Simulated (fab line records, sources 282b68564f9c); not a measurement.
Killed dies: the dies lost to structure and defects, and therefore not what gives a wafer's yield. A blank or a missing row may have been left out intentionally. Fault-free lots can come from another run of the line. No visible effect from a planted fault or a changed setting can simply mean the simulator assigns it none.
Split-lot study	flow rit_cmos	5 lots, 23 wafers read, on a route of 202 steps

## ON THE SPLIT
At RIT_NWELL_COAT_01 (resist thk 1300 nm), the setting spin_rpm was moved away from the recipe's 2000 rpm on 10 of the 23 wafers read, by -5.5% to +6.5%. All remaining wafers had this setting at the recipe value.

No step appears in the file between the split and the reading.

## THE READING
NOVOLAK_of_NWELL_COAT_01.thk_nm (the simulator's own value, which no gauge read), in nm, at RIT_NWELL_HARDBAKE_07 (time 120 s). The file does not state a usual value for it. The 13 wafers here that ran the recipe average 1134 nm, standard deviation 5 nm.

wafer	tool, chamber at the split	spin_rpm as run, rpm	against the recipe	NOVOLAK_of_NWELL_COAT_01.thk_nm, nm	against lot-mates on the recipe
L075.1	litho_track-04, 0	2000	recipe	1142	-
L075.3	litho_track-04, 0	2075	+3.8%	1123	-16
L075.4	litho_track-04, 0	2000	recipe	1135	-
L075.5	litho_track-04, 0	2075	+3.8%	1122	-16
L075.6	litho_track-04, 0	2075	+3.8%	1115	-24
L076.1	litho_track-04, 0	2000	recipe	1139	-
L076.2	litho_track-04, 0	2000	recipe	1136	-
L076.3	litho_track-04, 0	2130	+6.5%	1109	-30
L076.4	litho_track-04, 0	2000	recipe	1142	-
L076.5	litho_track-04, 0	2130	+6.5%	1107	-32
L077.1	litho_track-04, 0	2000	recipe	1131	-
L077.2	litho_track-04, 0	2000	recipe	1129	-
L077.3	litho_track-04, 0	2000	recipe	1127	-
L077.5	litho_track-04, 0	1889	-5.5%	1167	+38
L077.6	litho_track-04, 0	1889	-5.5%	1163	+34
L082.2	litho_track-02, 0	2000	recipe	1138	-
L082.5	litho_track-02, 0	2000	recipe	1136	-
L082.6	litho_track-02, 0	2000	recipe	1131	-
L085.1	litho_track-04, 0	1922	-3.9%	1154	+25
L085.2	litho_track-04, 0	2000	recipe	1129	-
L085.4	litho_track-04, 0	2000	recipe	1129	-
L085.5	litho_track-04, 0	1922	-3.9%	1151	+22
L085.6	litho_track-04, 0	1922	-3.9%	1159	+30

THE FIT
A straight line over all 23 wafers: NOVOLAK_of_NWELL_COAT_01.thk_nm changes by -4.63 nm for each +1% of spin_rpm; r = -0.96; the points scatter about the line by 4.8 nm.
The same after taking each lot's own level away (the mean of its wafers on the recipe; 23 wafers): -5.62 nm for each +1%; r = -0.98; scatter 3.5 nm.
On that fit, the largest move of spin_rpm shifts the reading by 36 nm.
Measured against the standard deviation above, the lots' own levels, which go from 1129.0 to 1139.0 nm, span 2.0 times it.
So the slope is not independent of the lot-to-lot level: the two fits are not the same.
Check: for one of the wafers moved furthest among these (+6.5%), held out of the fit, the line's prediction against its lot-mates is -36.1 nm. Against them it came out at -30 nm.

## THE OTHER SPLITS THESE WAFERS WENT THROUGH
These wafers also went through other splits before the reading. Each is held against what the fit with the lots' levels taken away leaves over:
other split on the same wafers	wafers away from the commonest value	r with NOVOLAK_of_NWELL_COAT_01.thk_nm (lot level and that fit taken away)
RIT_ACTIVE_COAT_06 resist_thk_nm	8	-0.05
RIT_FOX1_OXIDATION_00 temp_c	15	+0.01

## THE WHOLE CHAIN: every reading that the file lists as answering this split, in the file's order
step	what it does	reading	change (the file's fit)	r (the file's)
RIT_NWELL_COAT_01	resist thk 1300 nm	NOVOLAK_of_NWELL_COAT_01.thk_nm (the simulator's own value, which no gauge read)	-6.57 nm for each +1% of the setting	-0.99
RIT_NWELL_HARDBAKE_07	time 120 s	NOVOLAK_of_NWELL_COAT_01.thk_nm (the simulator's own value, which no gauge read)	-5.57 nm for each +1% of the setting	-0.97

## FILE'S OWN FIT
NOVOLAK_of_NWELL_COAT_01.thk_nm changes by -5.57 nm for each +1% of spin_rpm, r = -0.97.
